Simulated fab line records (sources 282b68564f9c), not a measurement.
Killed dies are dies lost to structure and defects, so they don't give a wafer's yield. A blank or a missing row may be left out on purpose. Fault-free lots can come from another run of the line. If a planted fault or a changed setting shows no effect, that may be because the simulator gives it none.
Check for tools in common -- flow ritCmos -- Lots sampled 14, wafers sampled 48

== WHAT PROMPTED THE OPENING ==
At RIT_CONTACT_THK_MEAS_01 the reading CONTACT_TEOS_THK is flagged on 2 of 14 lots. Fault-free wafers read 398 nm, with a standard deviation of 5.5.
Rule: a lot gets a flag if all its wafers with a number sit over 4 standard deviations from that mean, or if no wafer of it has a number. All remaining lots are regarded as sound.

lot,measured,on,"CONTACT_TEOS_THK (nm), wafer by wafer",flag
L348,day 3 03:37,filmMetro-04,400 396 400,
L349,day 3 08:06,filmMetro-04,388 393 404,
L350,day 3 14:51,filmMetro-04,799 806 803 799 807 804,FLAGGED
L351,day 3 18:43,filmMetro-04,391 395 406,
L358,day 5 04:37,filmMetro-04,388 393 403,
L359,day 5 11:41,filmMetro-01,806 799 804 806 800 805,FLAGGED
L360,day 5 15:08,filmMetro-02,391 389 398,
L362,day 6 00:49,filmMetro-02,399 399 407,
L363,day 6 04:58,filmMetro-01,398 396 405,
L364,day 6 10:02,filmMetro-01,393 396 404,
L367,day 7 03:00,filmMetro-02,390 402 398,
L368,day 7 09:29,filmMetro-01,398 409 410,
L369,day 7 11:18,filmMetro-02,394 406 396,
L370,day 7 17:30,filmMetro-04,393 400 398,
On average the flagged lots' numbers are 803 nm, which is +405 nm against the usual, or +74 standard deviations.

== WHICH TOOL EACH LOT WENT THROUGH ==
The record holds 1 process step before the reading, out of a route of 202 steps. Cell contents, in order: the tool; ch with the chambers the sampled wafers went through; the start.
lot,flag,RIT_CONTACT_CVD_00
L348,,"pecvd-01 ch 0,2, day 3 03:34"
L349,,"pecvd-02 ch 0,2, day 3 08:03"
L350,FLAGGED,"pecvd-04 ch 0,1,2, day 3 14:34"
L351,,"pecvd-01 ch 0,2, day 3 18:38"
L358,,"pecvd-04 ch 0,1,2, day 5 04:34"
L359,FLAGGED,"pecvd-02 ch 0,1,2, day 5 11:25"
L360,,"pecvd-04 ch 0,1, day 5 15:05"
L362,,"pecvd-01 ch 0,1, day 6 00:44"
L363,,"pecvd-04 ch 0,1, day 6 04:55"
L364,,"pecvd-02 ch 0,1,2, day 6 09:58"
L367,,"pecvd-02 ch 0,2, day 7 02:56"
L368,,"pecvd-01 ch 0,2, day 7 09:26"
L369,,"pecvd-04 ch 0,1,2, day 7 11:14"
L370,,"pecvd-02 ch 0,2, day 7 17:26"
What the steps here do:
- RIT_CONTACT_CVD_00: deposits SiO2 from TEOS, target thk 400 nm, time 61 s.
- RIT_CONTACT_THK_MEAS_01

== FLAGGED AGAINST TOTAL, ONE TOOL AT A TIME (gauges that did the reading follow at the end) ==
step,tool,lots run,flagged,share of the flagged lots,sound lots run after its first flagged lot
RIT_CONTACT_CVD_00,pecvd-01,4,0,none,-
RIT_CONTACT_CVD_00,pecvd-02,5,1,some,"3 (L364,L367,L370)"
RIT_CONTACT_CVD_00,pecvd-04,5,1,some,"4 (L358,L360,L363,L369)"
RIT_CONTACT_THK_MEAS_01,filmMetro-01,4,1,some,"3 (L363,L364,L368)"
RIT_CONTACT_THK_MEAS_01,filmMetro-02,4,0,none,-
RIT_CONTACT_THK_MEAS_01,filmMetro-04,6,1,some,"3 (L351,L358,L370)"

== THE TABLE: WHAT IT ALLOWS ==
No row of the table ran every flagged lot.

== WHAT WAS PUT IN BY THE SIMULATOR ==
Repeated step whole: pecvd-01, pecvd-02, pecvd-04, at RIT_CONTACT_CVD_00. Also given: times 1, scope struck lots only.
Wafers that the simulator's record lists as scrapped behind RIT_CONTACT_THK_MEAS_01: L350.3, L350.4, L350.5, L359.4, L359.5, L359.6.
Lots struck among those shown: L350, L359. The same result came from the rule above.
